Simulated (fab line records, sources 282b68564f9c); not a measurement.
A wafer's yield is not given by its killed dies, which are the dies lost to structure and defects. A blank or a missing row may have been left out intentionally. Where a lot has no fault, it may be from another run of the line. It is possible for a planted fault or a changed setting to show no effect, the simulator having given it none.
Which of the tools did it?	flow rit-cmos	13 lots with 39 wafers sampled at 2 steps, on a route of 202 steps

== WHAT THE GAUGES READ, wafer by wafer ==
The record lacks any reading of a measuring or inspecting step that a usual standard deviation could be used to judge.

== WHICH TOOL RAN EACH LOT (tool, then ch and the chambers of the sampled wafers, then the start) ==
lot	RIT_CONTACT_CVD_00	RIT_M1_PROBE_99
L462	pecvd-04 ch 0,1,2, day 3 02:45	-
L463	pecvd-03 ch 1,2, day 3 08:55	-
L464	pecvd-01 ch 0,1,2, day 3 12:59	-
L465	pecvd-04 ch 0,1,2, day 3 17:05	-
L466	pecvd-03 ch 0,1, day 3 23:50	-
L467	pecvd-01 ch 0,1,2, day 4 08:25	-
L468	pecvd-04 ch 1,2, day 4 12:02	prober-01, day 4 18:44
L477	pecvd-04 ch 0,1, day 6 09:49	prober-02, day 6 18:41
L479	pecvd-01 ch 0,1, day 6 20:39	prober-02, day 7 04:24
L481	pecvd-03 ch 0,1,2, day 7 04:17	prober-02, day 7 11:11
L482	pecvd-01 ch 0,1,2, day 7 11:53	-
L484	pecvd-03 ch 0,2, day 7 21:07	-
L485	pecvd-01 ch 0,1, day 8 02:50	-
- RIT_CONTACT_CVD_00: deposits SiO2 from TEOS, target thk 400 nm, time 61 s.
- RIT_M1_PROBE_99

== AS READ BY THE TOOLS THEMSELVES (means over the sampled wafers that have a number; for cases with no such wafer, the mark the record gives instead) ==
RIT_CONTACT_CVD_00. Usual: 308 W for heater-power-w, sd 63.
lot	tool	heater-power-w (W)	flag
L462	pecvd-04	261	
L463	pecvd-03	394	
L464	pecvd-01	291	
L465	pecvd-04	266	
L466	pecvd-03	371	
L467	pecvd-01	326	
L468	pecvd-04	246	
L477	pecvd-04	225	
L479	pecvd-01	327	
L481	pecvd-03	370	
L482	pecvd-01	296	
L484	pecvd-03	378	
L485	pecvd-01	293	

RIT_M1_PROBE_99. Usual: killed_at_M0_to_M3 0.0 (standard deviation 0.12); killed-at-contacts 0.1 (standard deviation 0.24); killed-at-front-end 7.1 (standard deviation 3); killed-dies 7.2 (standard deviation 3); killed-on-rim 1.9 (standard deviation 1.4); killed-open 3.7 (standard deviation 2); killed-short 3.5 (standard deviation 2).
lot	tool	killed_at_M0_to_M3	killed-at-contacts	killed-at-front-end	killed-dies	killed-on-rim	killed-open	killed-short	flag
L468	prober-01	0.0	0.3	7.7	8.0	2.0	6.0	2.0	
L477	prober-02	0.0	6.0	6.0	12.0	4.3	4.0	2.0	OFF
L479	prober-02	0.0	0.0	5.7	5.7	2.0	3.0	2.7	
L481	prober-02	0.0	0.3	7.7	8.0	1.0	3.7	4.3	

== THE ANSWER, worked out from the rows above alone ==
Rule: take the mean of a lot's wafers that have a number; if it is more than 3 standard deviations from the usual mean, the lot is off. Also off: a lot with no number at a reading for which 4 or more lots have one. Where the step has rows for the other lots, those lots are counted as sound. After the gauges, taken in route order, come the tools' own readings; for these a lot's mean is taken, as printed above. The first step at which some lot is off is used, and at that step the reading that is off furthest; a lot without a number counts as furthest.
Off at RIT_M1_PROBE_99 (killed-at-contacts): L477. Neither off nor sound, because the step has no rows for them: L462, L463, L464, L465, L466, L467, L482, L484, L485.
A tool fits if, at that step or a process step before it, it ran every lot that is off, and no sound lot after the first of them. One fits: pecvd-04 at RIT_CONTACT_CVD_00. A fault onset in the window from L468 (day 4 12:02, its last sound lot) to L477 (day 6 09:49, its first lot off) fits.

== WHAT WAS PUT IN BY THE SIMULATOR ==
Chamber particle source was pecvd-04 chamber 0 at RIT_CONTACT_CVD_00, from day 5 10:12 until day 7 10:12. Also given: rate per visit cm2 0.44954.
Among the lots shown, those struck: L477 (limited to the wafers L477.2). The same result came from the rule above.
